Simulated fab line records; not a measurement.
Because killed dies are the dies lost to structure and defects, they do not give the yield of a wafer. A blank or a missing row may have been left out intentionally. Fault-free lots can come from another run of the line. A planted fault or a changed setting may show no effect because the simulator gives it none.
A lot that was struck, set against a sound lot    flow berkeley-cmos170    44 steps out of a route of 331
Sound: the wafers L567.1, L567.3, L567.6. The struck wafers were L573.2, L573.4, L573.6. The cause is given at the end.
Per side, at each step with rows, come the tool, then ch with its chambers, and then its first start. Under that, the readings that differ: sound wafers    struck wafers    difference of the means    sigmas: that difference in standard deviations of wafers without a fault.
alike: a reading whose means differ by less than 2 such deviations, as well as words and numbers matching on both sides. not compared: withheld readings; readings where some wafer has no value; bounds like >300 that might hide an equal value; numbers whose values overlap and for which the record gives no deviation.
A row with sigmas, a row that says differs or no value, or rows on one side alone: a step with any of these is where the two part. Non-overlapping numbers with no deviation appear without sigmas and do not part them. Lack of a reading on every wafer of one side parts them only where that side has two or more wafers.

UCB170_PLDD_STRIP_10: strips in O2.
  sound on plasma-asher-04 ch 1, day 7 22:13; struck on plasma-asher-03 ch 0,1, day 9 23:19
reading              sound              struck             difference  sigmas
o2-flow-sccm (sccm)  403.3 403.4 401.2  399.3 399.7 399.4  -3.2        -2
  alike: drypump-motor-current-A, oes-product-au, strip-time-to-endpoint-s
  not compared: rf-hours-counter-h
UCB170_PLDD_TW_MEAS_11:
  sound: film-metro-02 at day 7 22:19; struck: film-metro-01 at day 9 23:25
  alike: PLDD_TW
then, 7 steps without rows for these wafers: UCB170_PLDD_CLEAN_12 (cleans in SPM, time 600 s); UCB170_NLDD_HMDS_00 (prime time 60 s); UCB170_NLDD_COAT_01 (resist thk 900 nm); UCB170_NLDD_SOFTBAKE_02 (time 60 s); UCB170_NLDD_EXPOSE_03 (exposes mask NSELECT, target cd 1200 nm); UCB170_NLDD_PEB_04; UCB170_NLDD_DEVELOP_05 (develop time 45 s).
UCB170_NLDD_CD_MEAS_06 targets a cd of 1200 nm.
  sound: cd-sem-02 at day 7 23:31; struck: cd-sem-01 at day 10 00:38
  alike: cd-nm
UCB170_NLDD_OVL_MEAS_07:
  sound: overlay-01 at day 7 23:38; struck: overlay-01 at day 10 00:44
  alike: NLDD_OVL
after that, 1 step had no rows for these wafers: UCB170_NLDD_IMPLANT_08.
UCB170_NLDD_IMPLANT_09:
  sound on implanter-01 ch 0, day 7 23:49; struck on implanter-02 ch 0, day 10 01:16
UCB170_NLDD_STRIP_10: strips in O2.
  sound on plasma-asher-02 ch 0,1, day 7 23:58; struck on plasma-asher-01 ch 0,1, day 10 01:23
reading                       sound              struck             difference  sigmas
strip-time-to-endpoint-s (s)  21.52 21.55 21.51  21.64 21.68 21.64  +0.13       +2
  alike: drypump-motor-current-A, o2-flow-sccm, oes-product-au
  not compared: rf-hours-counter-h
UCB170_NLDD_TW_MEAS_11:
  sound: film-metro-01 at day 8 00:04; struck: film-metro-02 at day 10 01:29
reading  sound           struck          difference  sigmas
NLDD_TW  2222 2224 2226  2425 2448 2441  +214        +19
then, 1 step without rows for these wafers: UCB170_NLDD_CLEAN_12 (cleans in SPM, time 600 s).
UCB170_SPACER_CVD_00: deposits SiO2 from TEOS/O2, target thk 376 nm, time 47 s.
  sound on pecvd-02 ch 0,1,2, day 8 02:48; struck on pecvd-02 ch 2, day 10 03:34
  alike: heater-power-w
UCB170_SPACER_THK_MEAS_01:
  sound: film-metro-04 at day 8 02:50; struck: film-metro-04 at day 10 03:38
  alike: SPACER_TEOS_THK
then, 1 step without rows for these wafers: UCB170_SPACER_ANNEAL_02 (time 1800 s).
UCB170_SPACER_ETCHBACK_03: etches SiO2 in CHF3/CF4/Ar, stops on Si, target depth 376 nm, time 100 s.
  sound on rie-diel-03 ch 0,2, day 8 07:47; struck on rie-diel-02 ch 0,1, day 10 05:59
  alike: cf4-flow-sccm, drypump-motor-current-A, oes-product-au, throttle-valve-pct
  not compared: rf-hours-counter-h
then, 6 steps without rows for these wafers: UCB170_PSD_HMDS_00 (prime time 60 s); UCB170_PSD_COAT_01 (resist thk 900 nm); UCB170_PSD_SOFTBAKE_02 (time 60 s); UCB170_PSD_EXPOSE_03 (exposes mask PSELECT MOD, target cd 1200 nm); UCB170_PSD_PEB_04; UCB170_PSD_DEVELOP_05 (develop time 45 s).
UCB170_PSD_CD_MEAS_06 targets a cd of 1200 nm.
  sound: cd-sem-01 at day 8 08:58; struck: cd-sem-01 at day 10 07:40
  alike: cd-nm
UCB170_PSD_OVL_MEAS_07:
  sound: overlay-01 at day 8 09:05; struck: overlay-02 at day 10 07:46
  alike: PSD_OVL
after that, 1 step had no rows for these wafers: UCB170_PSD_IMPLANT_08.
UCB170_PSD_STRIP_09: strips in O2.
  sound on plasma-asher-04 ch 1, day 8 09:16; struck on plasma-asher-04 ch 0,1, day 10 07:56
  alike: drypump-motor-current-A, o2-flow-sccm, oes-product-au, strip-time-to-endpoint-s
  not compared: rf-hours-counter-h
UCB170_PSD_TW_MEAS_10:
  sound: film-metro-03 at day 8 09:22; struck: film-metro-02 at day 10 08:03
  alike: PSD_TW
then, 7 steps without rows for these wafers: UCB170_PSD_CLEAN_11 (cleans in SPM, time 600 s); UCB170_NSD_HMDS_00 (prime time 60 s); UCB170_NSD_COAT_01 (resist thk 900 nm); UCB170_NSD_SOFTBAKE_02 (time 60 s); UCB170_NSD_EXPOSE_03 (exposes mask NSELECT MOD, target cd 1200 nm); UCB170_NSD_PEB_04; UCB170_NSD_DEVELOP_05 (develop time 45 s).
UCB170_NSD_CD_MEAS_06 targets a cd of 1200 nm.
  sound: cd-sem-01 at day 8 10:35; struck: cd-sem-01 at day 10 10:52
  alike: cd-nm
UCB170_NSD_OVL_MEAS_07:
  sound: overlay-01 at day 8 10:42; struck: overlay-02 at day 10 10:58
  alike: NSD_OVL
then, 2 steps without rows for these wafers: UCB170_NSD_IMPLANT_08; UCB170_NSD_STRIP_09 (strips in O2).
UCB170_SDANNEAL_RS_MEAS_05: a four-point-probe measurement.
  sound: film-metro-01 at day 8 12:41; struck: film-metro-03 at day 10 13:05
reading           sound              struck             difference  sigmas
NLDD_RS (ohm/sq)  615.4 615.3 615.3  466.0 466.9 465.9  -149.1      -93
UCB170_M3_PROBE_99:
  rows exist in the record for the sound wafers here (prober-02, day 9 15:39), none for the struck ones

WHERE THEY PART
First at UCB170_PLDD_STRIP_10; last, within this record, at UCB170_M3_PROBE_99.

WHY: the cause the simulator had injected
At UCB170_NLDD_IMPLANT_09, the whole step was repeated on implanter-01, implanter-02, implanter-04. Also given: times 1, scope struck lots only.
